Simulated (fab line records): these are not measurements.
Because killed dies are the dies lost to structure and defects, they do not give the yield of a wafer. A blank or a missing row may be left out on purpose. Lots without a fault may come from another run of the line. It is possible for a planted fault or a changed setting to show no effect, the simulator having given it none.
fab line records -- flow ritCmos
record lots=14, wafers=42, lastDay=6
route steps=202 shown SPACER@128 M1@201
lots that met no fault: taken from a fault-free run of the same line
startH: start of the lot's first displayed wafer, in hours after the record's first day -- waitH: how many hours have passed since the lot's step before this one -- " as in the row above -- L1.1+2: several wafers, shown together as one row -- - no value, or no start given -- * or withheld: withheld -- < > ~ a bound
route shown NAME@n: NAME is a module with steps in the file, n the number in the route of the first one -- usual: average and standard deviation across the fault-free wafers -- same: alike in all rows -- chamber/n: place in a boat -- sites: the reading at each site -- _std_site: how widely they spread, as a standard deviation -- _edge_site: outer sites' mean less inner sites' -- radiusMm: how far each site lies from the wafer's centre -- mask NAME#n: copy n -- behind: tool/chamber where the wafer was last shaped -- hold: why the lot was held/for how many hours/how that ended -- device: transistor that didn't switch, given as n, p or np -- end of line: tests of these same wafers at the route's end -- where a step has no rows: the recipe by itself -- killed: dies lost to structure and defects at the first sort, not the wafer's yield -- map: dies across one wafer; x = killed, . = not, _ = none there
set.NAME: the setting as run; set.NAME@STEP: as run at that earlier step -- model.NAME: the simulator's own value behind a step, which no gauge read
route steps across a sampled set of lots; one table per step, one row per wafer
services: a tool's chamber out of use, with start hour (startH, from the record's first day; less than 0 if before it), hours out, and reason
## steps
# step RIT_SPACER_CVD_03
# recipe material=Si3N4, targetThkNm=250, tempC=810, precursor=SiH2Cl2/NH3, timeS=3300, pressureMtorr=300, sih2cl2FlowSccm=60, nh3FlowSccm=150
# usual spikeTcLoadC=834/3.5, susceptorTempC=809.9/0.34, zonePowerSourcePct=22.0/1.7
lot.wafer,tool,chamber,startH,waitH,spikeTcLoadC,susceptorTempC,zonePowerSourcePct
L900.1,lpcvd-02,0,54.79,0.0,831,809.9,21.9
L900.4,lpcvd-02,0,54.79,0.0,829,809.8,21.5
L900.5,lpcvd-02,0,54.79,0.0,831,809.9,22.0
L901.1,lpcvd-01,0,59.40,0.0,831,810.2,19.7
L901.2,lpcvd-01,0,59.40,0.0,832,810.6,19.8
L901.4,lpcvd-01,0,59.40,0.0,832,810.2,19.9
L902.1,lpcvd-01,0,64.64,0.0,831,810.1,19.5
L902.2,lpcvd-01,0,64.64,0.0,833,810.1,20.0
L902.3,lpcvd-01,0,64.64,0.0,832,810.2,19.7
L903.2,lpcvd-01,1,70.40,0.0,839,809.7,24.3
L903.3,lpcvd-01,1,70.40,0.0,840,810.0,24.0
L903.5,lpcvd-01,1,70.40,0.0,838,809.4,24.1
L904.1,lpcvd-02,0,77.09,0.0,830,809.8,22.2
L904.3,lpcvd-02,0,77.09,0.0,831,810.1,21.5
L904.6,lpcvd-02,0,77.09,0.0,828,809.5,21.4
L905.4,lpcvd-01,0,79.69,0.1,833,809.4,19.8
L905.5,lpcvd-01,0,79.69,0.1,833,810.0,19.9
L905.6,lpcvd-01,0,79.69,0.1,834,810.1,19.5
L906.1,lpcvd-02,1,83.50,0.0,835,809.9,23.7
L906.4,lpcvd-02,1,83.50,0.0,836,810.0,23.3
L906.6,lpcvd-02,1,83.50,0.0,837,810.6,23.5
L907.3,lpcvd-02,0,91.12,0.0,830,809.8,21.9
L907.5,lpcvd-02,0,91.12,0.0,830,809.6,22.0
L907.6,lpcvd-02,0,91.12,0.0,830,809.3,22.0
L908.3,lpcvd-01,0,92.08,0.5,833,809.8,19.8
L908.5,lpcvd-01,0,92.08,0.5,831,809.5,19.9
L908.6,lpcvd-01,0,92.08,0.5,833,810.6,19.4
L909.1,lpcvd-02,0,96.72,0.0,827,810.0,21.6
L909.2,lpcvd-02,0,96.72,0.0,830,810.1,21.9
L909.4,lpcvd-02,0,96.72,0.0,831,809.8,21.7
L910.1,lpcvd-01,1,100.56,0.2,840,809.9,23.8
L910.2,lpcvd-01,1,100.56,0.2,839,809.4,23.9
L910.5,lpcvd-01,1,100.56,0.2,839,810.0,24.2
L914.1,lpcvd-02,0,116.37,0.4,830,810.4,21.4
L914.2,lpcvd-02,0,116.37,0.4,832,810.4,21.9
L914.3,lpcvd-02,0,116.37,0.4,829,810.2,21.4
L917.4,lpcvd-01,1,135.36,0.0,838,809.4,24.0
L917.5,lpcvd-01,1,135.36,0.0,837,809.5,24.2
L917.6,lpcvd-01,1,135.36,0.0,839,809.7,24.0
L918.1,lpcvd-01,1,140.25,1.6,838,810.2,23.6
L918.2,lpcvd-01,1,140.25,1.6,839,809.7,24.0
L918.5,lpcvd-01,1,140.25,1.6,839,809.9,24.2
# step RIT_SPACER_THK_MEAS_04
# recipe reads=Si3N4_of_SPACER_CVD_03
# usual SPACER_NITRIDE_THK=248.2/2
lot.wafer,tool,chamber,startH,waitH,SPACER_NITRIDE_THK[nm]
L900.1,filmMetro-04,-,56.70,0.0,247.3
L900.4,filmMetro-04,-,56.70,0.0,247.6
L900.5,filmMetro-04,-,56.70,0.0,247.6
L901.1,filmMetro-01,-,61.32,0.0,249.7
L901.2,filmMetro-01,-,61.32,0.0,250.0
L901.4,filmMetro-01,-,61.32,0.0,247.9
L902.1,filmMetro-01,-,66.56,0.0,249.2
L902.2,filmMetro-01,-,66.56,0.0,246.3
L902.3,filmMetro-01,-,66.56,0.0,249.4
L903.2,filmMetro-04,-,72.33,0.0,248.2
L903.3,filmMetro-04,-,72.33,0.0,249.7
L903.5,filmMetro-04,-,72.33,0.0,249.0
L904.1,filmMetro-01,-,79.01,0.0,245.5
L904.3,filmMetro-01,-,79.01,0.0,247.8
L904.6,filmMetro-01,-,79.01,0.0,247.8
L905.4,filmMetro-04,-,81.64,0.0,246.6
L905.5,filmMetro-04,-,81.64,0.0,249.1
L905.6,filmMetro-04,-,81.64,0.0,248.4
L906.1,filmMetro-01,-,85.41,0.0,246.4
L906.4,filmMetro-01,-,85.41,0.0,247.7
L906.6,filmMetro-01,-,85.41,0.0,248.5
L907.3,filmMetro-04,-,93.06,0.0,245.9
L907.5,filmMetro-04,-,93.06,0.0,246.2
L907.6,filmMetro-04,-,93.06,0.0,247.7
L908.3,filmMetro-04,-,94.01,0.0,248.5
L908.5,filmMetro-04,-,94.01,0.0,250.6
L908.6,filmMetro-04,-,94.01,0.0,248.1
L909.1,filmMetro-04,-,98.63,0.0,81.6
L909.2,filmMetro-04,-,98.63,0.0,82.7
L909.4,filmMetro-04,-,98.63,0.0,78.8
L910.1,filmMetro-04,-,102.47,0.0,248.7
L910.2,filmMetro-04,-,102.47,0.0,247.1
L910.5,filmMetro-04,-,102.47,0.0,249.5
L914.1,filmMetro-04,-,118.29,0.0,83.9
L914.2,filmMetro-04,-,118.29,0.0,84.4
L914.3,filmMetro-04,-,118.29,0.0,82.3
L917.4,filmMetro-01,-,137.30,0.0,249.1
L917.5,filmMetro-01,-,137.30,0.0,247.2
L917.6,filmMetro-01,-,137.30,0.0,248.3
L918.1,filmMetro-01,-,142.19,0.0,249.4
L918.2,filmMetro-01,-,142.19,0.0,246.9
L918.5,filmMetro-01,-,142.19,0.0,250.1
# step RIT_SPACER_ETCHBACK_05
# recipe targetDepthA=2500, SF6_flow_sccm=30, CHF3_flow_sccm=30, target=Si3N4, chemistry=SF6/CHF3, pressureMtorr=40, rfW=250, timeS=240, stopOn=SiO2
# usual drypumpMotorCurrentA=5.6/0.51, oesProductAu=0.841/0.014, rfFwdPowerW=249.3/0.73, throttleValvePct=10.30/0.1
lot.wafer,tool,chamber,startH,waitH,drypumpMotorCurrentA,oesProductAu,rfFwdPowerW,rfHoursCounterH,throttleValvePct
L900.1,rieDiel-04,0,56.76,0.1,5.1,0.851,249.4,82,10.34
L900.4,rieDiel-04,1,56.76,0.1,4.9,0.827,250.4,110,10.39
L900.5,rieDiel-04,1,56.76,0.1,4.9,0.829,250.4,-,10.38
L901.1,rieDiel-03,0,61.38,0.1,5.3,0.856,249.4,3,10.18
L901.2,rieDiel-03,2,61.38,0.1,6.5,0.836,249.1,2,10.40
L901.4,rieDiel-03,1,61.38,0.1,6.1,0.849,250.3,1,10.14
L902.1,rieDiel-04,1,66.62,0.1,4.9,0.835,249.0,110,10.38
L902.2,rieDiel-04,0,66.62,0.1,5.1,0.841,248.8,82,10.32
L902.3,rieDiel-04,2,66.62,0.1,5.0,0.852,248.9,3,10.35
L903.2,rieDiel-04,3,72.38,0.0,5.8,0.864,250.5,112,10.22
L903.3,rieDiel-04,1,72.38,0.0,4.9,0.834,250.1,110,10.38
L903.5,rieDiel-04,3,72.38,0.0,5.8,0.859,249.4,-,10.22
L904.1,rieDiel-04,1,79.07,0.1,4.9,0.822,248.5,110,10.38
L904.3,rieDiel-04,0,79.07,0.1,5.1,0.851,249.0,82,10.32
L904.6,rieDiel-04,3,79.07,0.1,5.8,0.871,248.5,-,10.23
L905.4,rieDiel-03,3,81.67,0.0,5.7,0.827,248.5,17,10.30
L905.5,rieDiel-03,3,81.67,0.0,5.7,0.829,248.6,-,10.31
L905.6,rieDiel-03,2,81.67,0.0,6.5,0.841,249.3,-,10.42
L906.1,rieDiel-04,0,85.47,0.1,5.1,0.854,249.9,82,10.35
L906.4,rieDiel-04,1,85.47,0.1,4.9,0.829,248.7,110,10.39
L906.6,rieDiel-04,3,85.47,0.1,5.8,0.864,248.7,-,10.23
L907.3,rieDiel-04,1,93.10,0.0,4.9,0.827,249.0,110,10.38
L907.5,rieDiel-04,3,93.10,0.0,5.8,0.846,248.1,-,10.20
L907.6,rieDiel-04,2,93.10,0.0,5.0,0.847,249.8,-,10.36
L908.3,rieDiel-03,2,94.05,0.0,6.5,0.844,249.0,3,10.42
L908.5,rieDiel-03,3,94.05,0.0,5.7,0.844,249.8,-,10.32
L908.6,rieDiel-03,0,94.05,0.0,5.3,0.849,248.8,-,10.19
L909.1,rieDiel-01,2,98.69,0.1,6.0,0.439,249.8,69,10.25
L909.2,rieDiel-01,1,98.69,0.1,5.6,0.423,249.2,40,10.09
L909.4,rieDiel-01,0,98.69,0.1,5.6,0.417,249.2,-,10.24
L910.1,rieDiel-04,1,102.53,0.1,4.9,0.840,249.0,110,10.40
L910.2,rieDiel-04,2,102.53,0.1,5.0,0.846,247.9,3,10.35
L910.5,rieDiel-04,2,102.53,0.1,5.0,0.843,249.4,-,10.35
L914.1,rieDiel-03,2,118.35,0.1,6.5,0.428,249.0,4,10.26
L914.2,rieDiel-03,3,118.35,0.1,5.7,0.428,249.7,18,10.16
L914.3,rieDiel-03,1,118.35,0.1,6.1,0.434,248.5,2,10.01
L917.4,rieDiel-04,0,137.33,0.0,5.1,0.857,249.5,83,10.35
L917.5,rieDiel-04,2,137.33,0.0,5.0,0.842,248.4,-,10.34
L917.6,rieDiel-04,1,137.33,0.0,4.9,0.846,250.0,-,10.37
L918.1,rieDiel-01,2,142.25,0.1,6.0,0.835,248.7,71,10.38
L918.2,rieDiel-01,1,142.25,0.1,5.5,0.828,247.9,41,10.25
L918.5,rieDiel-01,2,142.25,0.1,6.0,0.836,249.3,-,10.40
# step RIT_M1_BOW_MEAS_16
# recipe mode=bow
# usual M1_BOW=16/6.5
lot.wafer,tool,chamber,startH,waitH,M1_BOW[um]
L900.1,filmMetro-01,-,68.09,0.0,14
L900.4,filmMetro-01,-,68.09,0.0,22
L900.5,filmMetro-01,-,68.09,0.0,12
L901.1,filmMetro-01,-,72.27,0.0,16
L901.2,filmMetro-01,-,72.27,0.0,20
L901.4,filmMetro-01,-,72.27,0.0,16
L902.1,filmMetro-01,-,77.32,0.0,12
L902.2,filmMetro-01,-,77.32,0.0,17
L902.3,filmMetro-01,-,77.32,0.0,30
L903.2,filmMetro-01,-,84.23,0.0,24
L903.3,filmMetro-01,-,84.23,0.0,20
L903.5,filmMetro-01,-,84.23,0.0,8
L904.1,filmMetro-01,-,90.51,0.0,8
L904.3,filmMetro-01,-,90.51,0.0,9
L904.6,filmMetro-01,-,90.51,0.0,9
L905.4,filmMetro-01,-,93.01,0.1,9
L905.5,filmMetro-01,-,93.01,0.1,21
L905.6,filmMetro-01,-,93.01,0.1,18
L906.1,filmMetro-02,-,96.85,0.0,14
L906.4,filmMetro-02,-,96.85,0.0,14
L906.6,filmMetro-02,-,96.85,0.0,15
L907.3,filmMetro-01,-,104.12,0.0,15
L907.5,filmMetro-01,-,104.12,0.0,18
L907.6,filmMetro-01,-,104.12,0.0,14
L908.3,filmMetro-01,-,105.62,0.0,12
L908.5,filmMetro-01,-,105.62,0.0,15
L908.6,filmMetro-01,-,105.62,0.0,30
L909.1,filmMetro-02,-,109.32,0.0,-4
L909.2,filmMetro-02,-,109.32,0.0,-2
L909.4,filmMetro-02,-,109.32,0.0,-6
L910.1,filmMetro-01,-,113.59,0.0,23
L910.2,filmMetro-01,-,113.59,0.0,22
L910.5,filmMetro-01,-,113.59,0.0,21
L914.1,filmMetro-01,-,129.27,0.0,-11
L914.2,filmMetro-01,-,129.27,0.0,-4
L914.3,filmMetro-01,-,129.27,0.0,-4
L917.4,filmMetro-02,-,148.58,0.1,19
L917.5,filmMetro-02,-,148.58,0.1,6
L917.6,filmMetro-02,-,148.58,0.1,13
L918.1,filmMetro-01,-,152.93,0.0,17
L918.2,filmMetro-01,-,152.93,0.0,16
L918.5,filmMetro-01,-,152.93,0.0,25
## services
tool,chamber,startH,hours,kind
rieDiel-01,0,56.66,6.4,repair
rieDiel-04,3,57.05,10.8,repair
rieDiel-01,1,72.72,9.4,repair
rieDiel-01,3,79.12,24.8,repair
rieDiel-01,3,109.01,5.2,repair
rieDiel-01,0,109.79,5.3,repair
rieDiel-01,1,131.37,7.8,repair
## key
firstSign step=RIT_SPACER_THK_MEAS_04, reading=SPACER_NITRIDE_THK, direction=down, sigmas=82, usual=248.2, struck=82.3
effect step=RIT_SPACER_ETCHBACK_05, reading=oesProductAu, direction=down, sigmas=30, usual=0.841, struck=0.428
effect step=RIT_M1_BOW_MEAS_16, reading=M1_BOW, direction=down, sigmas=3.2, usual=16, struck=-5
metAt RIT_SPACER_CVD_03
struckLots L909,L914
struckWafers L909.1,L909.2,L909.4,L914.1,L914.2,L914.3
sortLeftOut L909.1,L909.2,L909.4,L914.1,L914.2,L914.3
testerLeftOut L909,L914
onsetBetween 91.12 96.72
fault kind=processParameterDrift, tool=lpcvd-02, chamber=0, onsetH=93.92, steps=RIT_SPACER_CVD_03, channel=targetThkNm, offset=-165.5, shape=step, endH=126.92, actsIn=theseRecipesOnly, stated=250
# testerLeftOut: of these lots the tester's yield and bins aren't shown, on N5 and GAA mostly nor the transistor test; their killed dies are dies lost to structure and defects alone, not to doping, threshold or leakage, so they don't give the yield
# sortLeftOut: the simulated sort isn't trusted on such a fault, so these wafers' sort isn't shown, and their yield isn't known
